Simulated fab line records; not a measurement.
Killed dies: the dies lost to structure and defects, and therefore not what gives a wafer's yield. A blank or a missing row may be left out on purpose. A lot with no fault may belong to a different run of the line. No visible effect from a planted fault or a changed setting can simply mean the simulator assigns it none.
Problem report in the 8D (eight disciplines) form, filled by code | flow rit cmos | the parts of the form that need people (team, actions taken, sign-off) are left out

## 1. WHAT WENT WRONG
Wafers free of any fault read 45.9 ohm/sq (standard deviation 0.78) for SILICIDE_TI_RS at RIT_SILICIDE_RS_MEAS_02, against a mean of 196.9 ohm/sq on 2 wafers of 2 lots. That is +99 or more standard deviations from the usual mean.
The step: measures by four-point-probe.
The first sign was on wafer L862.2 at day 5 13:43, on film metro-04. At this step, 42 wafers from 14 lots have a number in the record. The rule behind "out" and "out of limits": a value lying over 4 standard deviations away from the usual mean. The rest of the wafers with a number are treated as sound.

## 2. WHAT IT IS; WHAT IT IS NOT
question                    | is               | is not
which readings at this step | SILICIDE_TI_RS   | -
which lots                  | L862, L864       | L850, L851, L852, L853, L855, L856, L857, L858, L859, L861, L870, L872
which wafers of those lots  | L862.2, L864.4   | L862.1, L862.5, L864.1, L864.3
read on which gauges        | film metro-04    | film metro-01, film metro-03
when                        | from day 5 13:43 | up to then (32 sound wafers); but 8 sound wafers of L864, L870, L872 came after

## 3. THE SUSPECTS, EACH WITH WHAT RULES IT OUT
Counting: any tool at a process step up to the reading remains a suspect provided it ran every lot that is out. Sound lots after the first of them don't rule it out here, since some wafers of a struck lot are sound.
- the gauge at RIT_SILICIDE_RS_MEAS_02: kept. All the wafers that are out were read on film metro-04, and no step on other tools shows them out.
- pvd sputter-01 at RIT_SILICIDE_SPUTTER_01 (material Ti, target thk 30 nm, time 240 s): kept. It processed each lot that is out (first: L862, day 5 13:34); up to then, its last sound lot is L859 (day 5 00:01).
Left after counting: pvd sputter-01 at RIT_SILICIDE_SPUTTER_01, film metro-04 at RIT_SILICIDE_RS_MEAS_02.

## 4. THE CAUSE (what the simulator had put in)
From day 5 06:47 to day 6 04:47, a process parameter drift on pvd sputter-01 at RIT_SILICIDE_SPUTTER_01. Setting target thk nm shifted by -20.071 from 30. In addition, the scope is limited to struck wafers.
Counting leaves 2 suspects; this tool is one of them.

## 5. THE EFFECT CHAIN, in route order
Each row: a reading whose mean over the struck wafers that have a number lies more than 3 standard deviations from the usual. Readings are gone through only where the record gives a usual standard deviation; hours: the median, over the lots, of the time from a lot's start at the first step in this table giving one to that lot's start at this step; sigmas: the change measured in usual standard deviations.
hours | step                     | reading         | usual       | on struck wafers | change | sigmas
0     | RIT_SILICIDE_RS_MEAS_02  | SILICIDE_TI_RS  | 45.9 ohm/sq | 196.9            | +151.0 | +99 or more
0     | RIT_SILICIDE_THK_MEAS_03 | SILICIDE_TI_THK | 31.5 nm     | 10.3             | -21.2  | -44

## 6. WHAT WOULD HAVE CAUGHT IT SOONER
In this record the first reading out of limits at a measuring or inspecting step was taken at day 5 13:43, 7 hours after the fault began at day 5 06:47.
Of the tool readings at RIT_SILICIDE_SPUTTER_01 for which the record gives a usual standard deviation, none was out on any struck wafer, so an alarm limit of 4 standard deviations on them would not have fired.
Among the 2 lots that are out, L864 began RIT_SILICIDE_SPUTTER_01 on pvd sputter-01 after day 5 13:43. A tool hold placed at that time would have kept it from harm.
